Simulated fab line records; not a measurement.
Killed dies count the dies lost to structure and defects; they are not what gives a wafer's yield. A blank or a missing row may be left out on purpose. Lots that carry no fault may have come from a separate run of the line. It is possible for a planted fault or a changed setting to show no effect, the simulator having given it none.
fab line records	flow berkeleyCmos170
record lots=14	wafers=42	lastDay=12
route steps=331 shown PWELL@39 ACTIVE@63 PFIELD@85 PLDD@151
lots that met no fault: taken from a fault-free run of the same line
startH: hours from the record's first day to the start of the lot's first wafer shown	waitH: hours elapsed since this lot's preceding step	" repeats the value in the row above	L1.1+2: a row that stands for several wafers	- no value present, or no start provided	* or withheld: withheld	< > ~ a bound
route shown NAME@n: names a module that has steps shown in the file, with the first one's number in the route	usual: average and standard deviation across the fault-free wafers	same: alike in all rows	chamber/n: place in a boat	sites: each site's reading	_std_site: their standard deviation	_edge_site: inner sites' mean taken away from outer sites' mean	radiusMm: how far each site lies from the wafer's centre	mask NAME#n: copy n	behind: tool/chamber where the wafer was last shaped	hold: what put the lot on hold/how long, in hours/how the hold closed	device: transistor that didn't switch, given as n, p or np	end of line: tests run on the same wafers once the route is complete	a step given without rows: its recipe and nothing more	killed: dies lost to structure and defects at the first sort, not the wafer's yield	map: shows each die of a wafer: x if killed, . if not, _ if none is there
set.NAME: setting as actually run; set.NAME@STEP: the setting as run at that earlier step	model.NAME: the simulator's own value behind a step, which no gauge read
a sample of lots followed through the steps of the route, with each step as a table and each wafer as a row
services: a tool's chamber out of use, with start hour (startH, from the record's first day; less than 0 if before it), hours out, and reason
## steps
# step UCB170_PWELL_CVD_05
# recipe material=Si3N4	targetThkNm=220	tempC=800	precursor=SiH2Cl2/NH3	timeS=3300	pressureMtorr=200	sih2cl2FlowSccm=25	nh3FlowSccm=75
lot.wafer	tool	chamber	startH	waitH
L979.1+3+5	lpcvd-02	0	40.08	0.0
L981.3+5+6	lpcvd-01	1	52.29	0.0
L982.2+4+6	lpcvd-01	1	61.94	1.6
L983.2+4+5	lpcvd-01	1	70.55	0.0
L984.3+5+6	lpcvd-01	1	70.55	0.0
L985.1+3+6	lpcvd-01	1	77.70	0.7
L986.1+3+5	lpcvd-01	1	85.67	0.0
L989.3+4+6	lpcvd-02	1	99.83	0.0
L991.2+4+5	lpcvd-02	0	107.75	1.2
L992.1+4+5	lpcvd-02	1	107.75	1.2
L998.2+5+6	lpcvd-02	1	143.68	0.0
L100.2+5+6	lpcvd-01	0	151.71	0.0
L101.2+5+6	lpcvd-01	0	151.71	0.0
L102.1+2+4	lpcvd-01	1	165.61	0.0
# step UCB170_PWELL_THK_MEAS_06
# recipe reads=Si3N4_of_PWELL_CVD_05
# usual PWELL_NITRIDE_THK=218.8/1.9
lot.wafer	tool	chamber	startH	waitH	PWELL_NITRIDE_THK[nm]
L979.1	filmMetro-01	-	42.00	0.0	220.3
L979.3	"	-	"	"	220.2
L979.5	"	-	"	"	219.5
L981.3	filmMetro-01	-	54.23	0.0	220.3
L981.5	"	-	"	"	218.5
L981.6	"	-	"	"	219.0
L982.2	filmMetro-03	-	63.86	0.0	218.6
L982.4	"	-	"	"	215.1
L982.6	"	-	"	"	218.1
L983.2	filmMetro-01	-	72.48	0.0	218.7
L983.4	"	-	"	"	218.5
L983.5	"	-	"	"	219.8
L984.3	filmMetro-04	-	72.49	0.0	217.9
L984.5	"	-	"	"	219.0
L984.6	"	-	"	"	219.8
L985.1	filmMetro-03	-	79.61	0.0	221.2
L985.3	"	-	"	"	220.4
L985.6	"	-	"	"	219.9
L986.1	filmMetro-03	-	87.59	0.0	219.2
L986.3	"	-	"	"	218.6
L986.5	"	-	"	"	218.5
L989.3	filmMetro-01	-	101.83	0.1	217.4
L989.4	"	-	"	"	219.1
L989.6	"	-	"	"	217.5
L992.1	filmMetro-04	-	109.67	0.0	217.0
L992.4	"	-	"	"	217.1
L992.5	"	-	"	"	214.4
L991.2	filmMetro-03	-	109.68	0.0	218.4
L991.4	"	-	"	"	217.0
L991.5	"	-	"	"	219.9
L998.2	filmMetro-04	-	145.61	0.0	218.1
L998.5	"	-	"	"	220.3
L998.6	"	-	"	"	220.6
L100.2	filmMetro-01	-	153.64	0.0	402.3
L100.5	"	-	"	"	402.6
L100.6	"	-	"	"	403.0
L101.2	filmMetro-04	-	153.70	0.1	401.8
L101.5	"	-	"	"	402.4
L101.6	"	-	"	"	402.9
L102.1	filmMetro-01	-	167.52	0.0	219.9
L102.2	"	-	"	"	220.6
L102.4	"	-	"	"	221.2
# step UCB170_PWELL_ETCH_14
# recipe chemistry=CH3F/Ar/O2	target=Si3N4	stopOn=SiO2	CH3F_flow_sccm=20	Ar_flow_sccm=50	O2_flow_sccm=7	pressureMtorr=50	rfW=450	targetDepthA=2420	overEtchFrac=0.1	timeS=151
# usual drypumpMotorCurrentA=5.6/0.45	oesProductAu=0.942/0.015	throttleValvePct=7.99/0.15
lot.wafer	tool	chamber	startH	waitH	drypumpMotorCurrentA	oesProductAu	rfHoursCounterH	throttleValvePct
L979.1	rieDiel-02	2	43.99	0.0	5.8	0.951	120	7.75
L979.3	"	3	"	"	5.5	0.948	10	8.03
L979.5	"	1	"	"	5.5	0.938	-	7.96
L981.3	rieDiel-01	0	55.15	0.0	6.3	0.974	118	8.29
L981.5	"	3	"	"	4.9	0.948	-	7.99
L981.6	"	2	"	"	5.7	0.941	-	8.19
L982.2	rieDiel-02	3	65.15	0.0	5.5	0.940	11	8.01
L982.4	"	0	"	"	5.2	0.913	100	7.98
L982.6	"	1	"	"	5.5	0.927	-	7.96
L984.3	rieDiel-04	1	74.58	0.0	5.3	0.926	4	8.08
L984.5	"	3	"	"	6.4	0.938	-	7.83
L984.6	"	2	"	"	5.2	0.931	-	7.98
L983.2	rieDiel-01	1	74.81	0.0	5.8	0.942	94	8.01
L983.4	"	3	"	"	5.0	0.951	30	8.00
L983.5	"	1	"	"	5.7	0.959	-	8.01
L985.1	rieDiel-02	0	80.87	0.0	5.2	0.941	101	8.00
L985.3	"	3	"	"	5.5	0.950	12	8.00
L985.6	"	0	"	"	5.2	0.941	-	7.99
L986.1	rieDiel-04	0	88.65	0.0	5.2	0.947	37	7.77
L986.3	"	2	"	"	5.2	0.928	22	7.98
L986.5	"	3	"	"	6.4	0.930	-	7.83
L989.3	rieDiel-04	3	103.84	0.0	6.4	0.925	111	7.81
L989.4	"	2	"	"	5.2	0.930	23	7.98
L989.6	"	0	"	"	5.1	0.955	-	7.78
L991.2	rieDiel-02	1	110.61	0.0	5.5	0.932	15	7.95
L991.4	"	0	"	"	5.2	0.919	102	7.98
L991.5	"	0	"	"	5.3	0.936	-	7.98
L992.1	rieDiel-04	2	110.85	0.0	5.2	0.923	23	7.97
L992.4	"	0	"	"	5.2	0.947	38	7.78
L992.5	"	2	"	"	5.2	0.917	-	7.99
L998.2	rieDiel-01	2	147.03	0.0	5.7	0.940	16	8.18
L998.5	"	2	"	"	5.6	0.936	-	8.19
L998.6	"	3	"	"	5.0	0.941	-	8.00
L100.2	rieDiel-04	0	154.93	0.0	5.1	1.024	40	7.78
L100.5	"	3	"	"	6.4	1.014	-	7.85
L100.6	"	2	"	"	5.2	0.991	-	7.98
L101.2	rieDiel-01	1	155.21	0.0	5.7	1.027	98	8.02
L101.5	"	2	"	"	5.7	1.009	-	8.18
L101.6	"	1	"	"	5.8	1.021	-	8.00
L102.1	rieDiel-02	1	168.94	0.0	5.5	0.927	17	7.95
L102.2	"	0	"	"	5.3	0.935	104	7.98
L102.4	"	2	"	"	5.8	0.975	126	7.75
# step UCB170_ACTIVE_THK_MEAS_03
# recipe reads=SiO2_of_ACTIVE_OXIDATION_02
# usual ACTIVE_OXIDE_THK=26.4/0.4
lot.wafer	tool	chamber	startH	waitH	ACTIVE_OXIDE_THK[nm]
L979.1	filmMetro-03	-	63.48	0.0	26.1
L979.3	"	-	"	"	26.5
L979.5	"	-	"	"	26.6
L981.3	filmMetro-03	-	76.97	0.0	26.4
L981.5	"	-	"	"	26.6
L981.6	"	-	"	"	26.5
L982.2	filmMetro-03	-	84.06	0.0	25.9
L982.4	"	-	"	"	25.9
L982.6	"	-	"	"	25.8
L983.2	filmMetro-03	-	92.96	0.0	27.3
L983.4	"	-	"	"	27.1
L983.5	"	-	"	"	27.3
L984.3	filmMetro-01	-	92.97	0.0	26.2
L984.5	"	-	"	"	26.3
L984.6	"	-	"	"	26.1
L985.1	filmMetro-03	-	101.28	0.1	26.7
L985.3	"	-	"	"	26.3
L985.6	"	-	"	"	26.3
L986.1	filmMetro-01	-	109.88	0.0	26.7
L986.3	"	-	"	"	26.6
L986.5	"	-	"	"	26.5
L989.3	filmMetro-03	-	125.20	0.0	26.2
L989.4	"	-	"	"	26.3
L989.6	"	-	"	"	26.3
L992.1	filmMetro-01	-	130.61	0.0	26.8
L992.4	"	-	"	"	27.4
L992.5	"	-	"	"	26.7
L991.2	filmMetro-02	-	130.62	0.0	25.9
L991.4	"	-	"	"	26.0
L991.5	"	-	"	"	26.1
L998.2	filmMetro-03	-	165.52	0.0	26.8
L998.5	"	-	"	"	25.5
L998.6	"	-	"	"	26.2
L102.1	filmMetro-03	-	194.24	0.0	26.5
L102.2	"	-	"	"	26.4
L102.4	"	-	"	"	26.8
# step UCB170_PFIELD_OVL_MEAS_06
# usual PFIELD_OVL=1/4.2
lot.wafer	tool	chamber	startH	waitH	PFIELD_OVL[nm]
L979.1	overlay-01	-	76.65	-	-2
L979.3	"	-	"	"	0
L979.5	"	-	"	"	0
L981.3	overlay-02	-	86.74	-	6
L981.5	"	-	"	"	-3
L981.6	"	-	"	"	-2
L982.2	overlay-01	-	92.36	-	-1
L982.4	"	-	"	"	2
L982.6	"	-	"	"	3
L983.2	overlay-01	-	103.37	-	-2
L983.4	"	-	"	"	5
L983.5	"	-	"	"	4
L984.3	overlay-01	-	103.54	-	6
L984.5	"	-	"	"	8
L984.6	"	-	"	"	5
L985.1	overlay-01	-	110.35	-	8
L985.3	"	-	"	"	0
L985.6	"	-	"	"	4
L986.1	overlay-02	-	120.03	-	-5
L986.3	"	-	"	"	2
L986.5	"	-	"	"	0
L989.3	overlay-02	-	134.92	-	2
L989.4	"	-	"	"	2
L989.6	"	-	"	"	-4
L991.2	overlay-02	-	140.75	-	-2
L991.4	"	-	"	"	-4
L991.5	"	-	"	"	4
L992.1	overlay-01	-	141.02	-	4
L992.4	"	-	"	"	5
L992.5	"	-	"	"	8
L998.2	overlay-02	-	175.21	-	0
L998.5	"	-	"	"	0
L998.6	"	-	"	"	1
L102.1	overlay-01	-	206.97	-	4
L102.2	"	-	"	"	6
L102.4	"	-	"	"	5
# step UCB170_PLDD_CD_MEAS_06
# recipe targetCdNm=1200
# usual cdNm=1199.5/1.3
lot.wafer	tool	chamber	startH	waitH	cdNm
L979.1	cdSem-02	-	122.22	-	1199.6
L979.3	"	-	"	"	1199.8
L979.5	"	-	"	"	1199.6
L981.3	cdSem-01	-	132.90	-	1199.9
L981.5	"	-	"	"	1200.6
L981.6	"	-	"	"	1200.4
L982.2	cdSem-02	-	143.05	-	1200.1
L982.4	"	-	"	"	1199.8
L982.6	"	-	"	"	1199.9
L983.2	cdSem-02	-	151.01	-	1199.6
L983.4	"	-	"	"	1199.2
L983.5	"	-	"	"	1199.5
L984.3	cdSem-02	-	151.27	-	1199.0
L984.5	"	-	"	"	1198.8
L984.6	"	-	"	"	1198.2
L985.1	cdSem-01	-	161.42	-	1199.2
L985.3	"	-	"	"	1199.9
L985.6	"	-	"	"	1199.2
L986.1	cdSem-01	-	174.22	-	1198.5
L986.3	"	-	"	"	1198.5
L986.5	"	-	"	"	1198.3
L989.3	cdSem-01	-	183.16	-	1195.7
L989.4	"	-	"	"	1198.3
L989.6	"	-	"	"	1197.5
L992.1	cdSem-02	-	189.93	-	1200.2
L992.4	"	-	"	"	1200.5
L992.5	"	-	"	"	1200.4
L991.2	cdSem-02	-	190.35	-	1200.1
L991.4	"	-	"	"	1201.1
L991.5	"	-	"	"	1201.4
L998.2	cdSem-02	-	212.57	-	1200.8
L998.5	"	-	"	"	1198.2
L998.6	"	-	"	"	1198.6
L102.1	cdSem-01	-	252.47	-	1198.5
L102.2	"	-	"	"	1198.0
L102.4	"	-	"	"	1198.8
## services
tool	chamber	startH	hours	kind
rieDiel-02	-	37.66	0.1	repair
rieDiel-02	-	53.82	0.2	repair
rieDiel-02	-	93.19	2.8	pm
lpcvd-02	-	94.47	1.4	repair
rieDiel-01	2	118.82	16.3	repair
rieDiel-02	3	130.97	3.1	repair
## key
firstSign step=UCB170_PWELL_THK_MEAS_06	reading=PWELL_NITRIDE_THK	direction=up	sigmas=96	usual=218.8	struck=402.5
effect step=UCB170_PWELL_ETCH_14	reading=oesProductAu	direction=up	sigmas=4.7	usual=0.942	struck=1.014
metAt UCB170_PWELL_CVD_05
struckLots L100,L101
struckWafers L100.2,L100.5,L100.6,L101.2,L101.5,L101.6
laterRowsLeftOut L100.2,L100.5,L100.6,L101.2,L101.5,L101.6
sortLeftOut L100.2,L100.5,L100.6,L101.2,L101.5,L101.6
testerLeftOut L100,L101
notActingAt UCB170_ACTIVE_THK_MEAS_03,UCB170_PFIELD_OVL_MEAS_06,UCB170_PLDD_CD_MEAS_06
fault kind=processParameterDrift	tool=lpcvd-01	chamber=0	onsetH=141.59	steps=UCB170_PWELL_CVD_05	channel=targetThkNm	offset=183.36	shape=step	endH=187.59	actsIn=theseRecipesOnly	stated=220
# testerLeftOut: of these lots the tester's yield and bins aren't shown, on N5 and GAA mostly nor the transistor test; their killed dies are dies lost to structure and defects alone, not to doping, threshold or leakage, so they don't give the yield
# sortLeftOut: the simulated sort isn't trusted on such a fault, so these wafers' sort isn't shown, and their yield isn't known
# laterRowsLeftOut: the simulator's readings of these wafers behind a module that went badly wrong aren't trusted and aren't shown, but for the sort
